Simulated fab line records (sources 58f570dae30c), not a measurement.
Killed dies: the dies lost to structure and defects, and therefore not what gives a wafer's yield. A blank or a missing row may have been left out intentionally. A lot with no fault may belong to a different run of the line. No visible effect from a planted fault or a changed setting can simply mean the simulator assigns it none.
Which tool did it? + flow berkeleyCmos170 + 21 wafers from 7 lots sampled at 3 of the route's 331 steps

## WHAT EACH GAUGE READ, for each wafer
UCB170_CONTACT_CD_MEAS_15 targets a cd of 700 nm.
| lot  | measured     | on       | cdNm (nm)         |
|------|--------------|----------|-------------------|
| L305 | day 9 03:28  | cdSem-02 | 698.6 699.0 700.6 |
| L308 | day 9 03:42  | cdSem-02 | 698.5 697.5 698.6 |
| L311 | day 10 01:44 | cdSem-01 | 700.3 700.9 701.6 |
| L316 | day 10 20:03 | cdSem-02 | 700.7 700.8 700.3 |
| L317 | day 11 08:04 | cdSem-02 | 700.3 700.4 699.2 |
| L322 | day 11 14:53 | cdSem-01 | 698.0 699.6 699.4 |
| L327 | day 12 21:47 | cdSem-01 | 700.0 699.4 701.3 |

## WHAT TOOL EACH LOT RAN ON (gives the tool, then ch and the chambers of the sampled wafers, and finally the start)
| lot  | UCB170_NWELL_STRIP_15              | UCB170_PLDD_IMPLANT_09          |
|------|------------------------------------|---------------------------------|
| L305 | plasmaAsher-03 ch 0,1, day 2 18:54 | implanter-02 ch 0, day 8 05:35  |
| L308 | plasmaAsher-03 ch 0,1, day 3 02:30 | implanter-04 ch 0, day 8 05:45  |
| L311 | plasmaAsher-03 ch 0,1, day 4 00:16 | implanter-04 ch 0, day 9 06:35  |
| L316 | plasmaAsher-03 ch 0,1, day 5 03:13 | implanter-01 ch 0, day 9 22:05  |
| L317 | plasmaAsher-02 ch 0,1, day 5 09:17 | implanter-04 ch 0, day 10 11:39 |
| L322 | plasmaAsher-02 ch 0,1, day 6 10:11 | implanter-04 ch 0, day 10 19:02 |
| L327 | plasmaAsher-01 ch 0,1, day 7 08:44 | implanter-02 ch 0, day 12 03:31 |
- UCB170_NWELL_STRIP_15: strips in O2.
- UCB170_PLDD_IMPLANT_09

## THE ANSWER, worked out from the rows above alone
Rule: what is usual is taken from the lots themselves. The widest of any qualifying gaps counts: lots, ordered by their means at a reading, are off when they make up no more than a third of the lots, leave a main group of 4 or more, and stand apart from it by 3 or more times the standard deviation of that group's means. The tables above print the reading to a certain number of digits; a main group whose means all agree to those digits is not used. Also off: a lot with no number at a reading for which 4 or more lots have one. The other lots that the step has rows for count as sound.
Across all readings shown, no lot is off: no conclusion can be drawn from this.

## WHAT THE SIMULATOR HAD PUT IN
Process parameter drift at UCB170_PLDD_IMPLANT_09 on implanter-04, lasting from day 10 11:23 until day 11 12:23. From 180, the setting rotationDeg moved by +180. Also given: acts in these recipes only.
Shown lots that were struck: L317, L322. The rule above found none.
